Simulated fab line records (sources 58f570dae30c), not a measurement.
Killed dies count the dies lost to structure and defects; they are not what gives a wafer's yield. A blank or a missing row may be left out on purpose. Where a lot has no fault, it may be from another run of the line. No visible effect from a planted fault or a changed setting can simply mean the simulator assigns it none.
Tool commonality check :: flow berkeley cmos170 :: Sample size 14 lots and 48 wafers

THE REASON FOR OPENING IT
Of 14 lots, 2 have the reading GATE_POLY_THK flagged at UCB170_GATE_THK_MEAS_05. Wafers without a fault read 213.9 nm, standard deviation 2.1.
Rule: a lot gets a flag if all its wafers with a number sit over 4 standard deviations from that mean, or if no wafer of it has a number. The other lots count as sound.

lot: L405
measured: day 6 19:38
on: film metro-02
GATE_POLY_THK (nm), wafer by wafer: 213.1 212.7 213.0
flag: 

lot: L403
measured: day 6 19:38
on: film metro-04
GATE_POLY_THK (nm), wafer by wafer: 212.1 211.3 212.2
flag: 

lot: L404
measured: day 6 19:42
on: film metro-04
GATE_POLY_THK (nm), wafer by wafer: 214.7 214.0 212.2
flag: 

lot: L407
measured: day 7 19:32
on: film metro-02
GATE_POLY_THK (nm), wafer by wafer: 214.7 214.5 213.5
flag: 

lot: L406
measured: day 7 19:34
on: film metro-01
GATE_POLY_THK (nm), wafer by wafer: 211.4 212.3 210.8
flag: 

lot: L408
measured: day 7 19:35
on: film metro-04
GATE_POLY_THK (nm), wafer by wafer: 214.0 214.4 213.3
flag: 

lot: L412
measured: day 8 13:45
on: film metro-04
GATE_POLY_THK (nm), wafer by wafer: 214.5 213.5 215.8
flag: 

lot: L410
measured: day 8 13:46
on: film metro-02
GATE_POLY_THK (nm), wafer by wafer: 213.9 212.6 212.7
flag: 

lot: L415
measured: day 9 14:27
on: film metro-01
GATE_POLY_THK (nm), wafer by wafer: 212.0 208.8 210.0
flag: 

lot: L416
measured: day 9 17:47
on: film metro-01
GATE_POLY_THK (nm), wafer by wafer: 430.3 428.4 432.8 430.4 428.5 432.9
flag: FLAGGED

lot: L417
measured: day 10 02:59
on: film metro-02
GATE_POLY_THK (nm), wafer by wafer: 213.6 214.0 214.4
flag: 

lot: L418
measured: day 10 04:32
on: film metro-04
GATE_POLY_THK (nm), wafer by wafer: 425.7 425.8 426.8 425.6 425.6 426.9
flag: FLAGGED

lot: L419
measured: day 11 01:16
on: film metro-01
GATE_POLY_THK (nm), wafer by wafer: 217.0 215.5 215.8
flag: 

lot: L426
measured: day 11 20:59
on: film metro-01
GATE_POLY_THK (nm), wafer by wafer: 212.4 211.2 210.8
flag: 
On average the flagged lots read 428.3 nm, which is +214.4 nm against the usual, or +99 or more standard deviations.

TOOL THAT RAN EACH LOT
Before the reading, the record contains 2 process steps out of a 331-step route. Cell contents, in order: the tool; ch with the chambers the sampled wafers went through; the start.
lot: L405
flag: 
UCB170_NVT_STRIP_08: plasma asher-01 ch 0,1, day 6 05:31
UCB170_GATE_CVD_04: lpcvd-01 ch 1, day 6 18:13

lot: L403
flag: 
UCB170_NVT_STRIP_08: plasma asher-01 ch 0,1, day 5 23:38
UCB170_GATE_CVD_04: lpcvd-01 ch 0, day 6 18:13

lot: L404
flag: 
UCB170_NVT_STRIP_08: plasma asher-04 ch 0,1, day 6 05:41
UCB170_GATE_CVD_04: lpcvd-01 ch 1, day 6 18:13

lot: L407
flag: 
UCB170_NVT_STRIP_08: plasma asher-01 ch 0,1, day 7 04:47
UCB170_GATE_CVD_04: lpcvd-02 ch 1, day 7 18:08

lot: L406
flag: 
UCB170_NVT_STRIP_08: plasma asher-01 ch 0,1, day 7 04:32
UCB170_GATE_CVD_04: lpcvd-02 ch 0, day 7 18:08

lot: L408
flag: 
UCB170_NVT_STRIP_08: plasma asher-04 ch 0,1, day 7 04:43
UCB170_GATE_CVD_04: lpcvd-02 ch 0, day 7 18:08

lot: L412
flag: 
UCB170_NVT_STRIP_08: plasma asher-04 ch 0,1, day 7 21:38
UCB170_GATE_CVD_04: lpcvd-01 ch 0, day 8 12:21

lot: L410
flag: 
UCB170_NVT_STRIP_08: plasma asher-03 ch 0, day 7 21:46
UCB170_GATE_CVD_04: lpcvd-01 ch 0, day 8 12:21

lot: L415
flag: 
UCB170_NVT_STRIP_08: plasma asher-03 ch 0,1, day 8 20:02
UCB170_GATE_CVD_04: lpcvd-01 ch 0, day 9 13:02

lot: L416
flag: FLAGGED
UCB170_NVT_STRIP_08: plasma asher-01 ch 1, day 8 19:31
UCB170_GATE_CVD_04: lpcvd-01 ch 1, day 9 13:02

lot: L417
flag: 
UCB170_NVT_STRIP_08: plasma asher-03 ch 0,1, day 9 07:23
UCB170_GATE_CVD_04: lpcvd-01 ch 0, day 10 01:33

lot: L418
flag: FLAGGED
UCB170_NVT_STRIP_08: plasma asher-01 ch 0,1, day 9 07:29
UCB170_GATE_CVD_04: lpcvd-01 ch 0, day 10 01:33

lot: L419
flag: 
UCB170_NVT_STRIP_08: plasma asher-04 ch 0,1, day 10 07:35
UCB170_GATE_CVD_04: lpcvd-01 ch 1, day 10 23:52

lot: L426
flag: 
UCB170_NVT_STRIP_08: plasma asher-01 ch 0,1, day 11 06:15
UCB170_GATE_CVD_04: lpcvd-01 ch 0, day 11 19:35
What is done by these steps:
- UCB170_NVT_STRIP_08: strips in O2.
- UCB170_GATE_CVD_04: deposits poly-Si from SiH4, time 1440 s, target thk 214 nm.
- UCB170_GATE_THK_MEAS_05

FLAGGED AGAINST TOTAL, ONE TOOL AT A TIME (gauges that did the reading follow at the end)
step: UCB170_NVT_STRIP_08
tool: plasma asher-01
lots run: 7
flagged: 2
share of the flagged lots: all
sound lots run after its first flagged lot: 1 (L426)

step: UCB170_NVT_STRIP_08
tool: plasma asher-03
lots run: 3
flagged: 0
share of the flagged lots: none
sound lots run after its first flagged lot: -

step: UCB170_NVT_STRIP_08
tool: plasma asher-04
lots run: 4
flagged: 0
share of the flagged lots: none
sound lots run after its first flagged lot: -

step: UCB170_GATE_CVD_04
tool: lpcvd-01
lots run: 11
flagged: 2
share of the flagged lots: all
sound lots run after its first flagged lot: 3 (L417,L419,L426)

step: UCB170_GATE_CVD_04
tool: lpcvd-02
lots run: 3
flagged: 0
share of the flagged lots: none
sound lots run after its first flagged lot: -

step: UCB170_GATE_THK_MEAS_05
tool: film metro-01
lots run: 5
flagged: 1
share of the flagged lots: some
sound lots run after its first flagged lot: 2 (L419,L426)

step: UCB170_GATE_THK_MEAS_05
tool: film metro-02
lots run: 4
flagged: 0
share of the flagged lots: none
sound lots run after its first flagged lot: -

step: UCB170_GATE_THK_MEAS_05
tool: film metro-04
lots run: 5
flagged: 1
share of the flagged lots: some
sound lots run after its first flagged lot: 0

THE TABLE: WHAT IT ALLOWS
In 2 table rows, all flagged lots were run: plasma asher-01 (UCB170_NVT_STRIP_08), lpcvd-01 (UCB170_GATE_CVD_04).
- plasma asher-01 at UCB170_NVT_STRIP_08 ran 7 lots, 2 of them flagged. Sound lots followed the first flagged one (L426) on it, something a lasting fault affecting the whole tool could not allow.
- lpcvd-01 at UCB170_GATE_CVD_04 ran 11 lots, 2 of them flagged. Sound lots followed the first flagged one (L417, L419, L426) on it, something a lasting fault affecting the whole tool could not allow.
Every row of the table either missed a flagged lot or ran a sound lot after the first.

WHAT HAD BEEN PUT IN BY THE SIMULATOR
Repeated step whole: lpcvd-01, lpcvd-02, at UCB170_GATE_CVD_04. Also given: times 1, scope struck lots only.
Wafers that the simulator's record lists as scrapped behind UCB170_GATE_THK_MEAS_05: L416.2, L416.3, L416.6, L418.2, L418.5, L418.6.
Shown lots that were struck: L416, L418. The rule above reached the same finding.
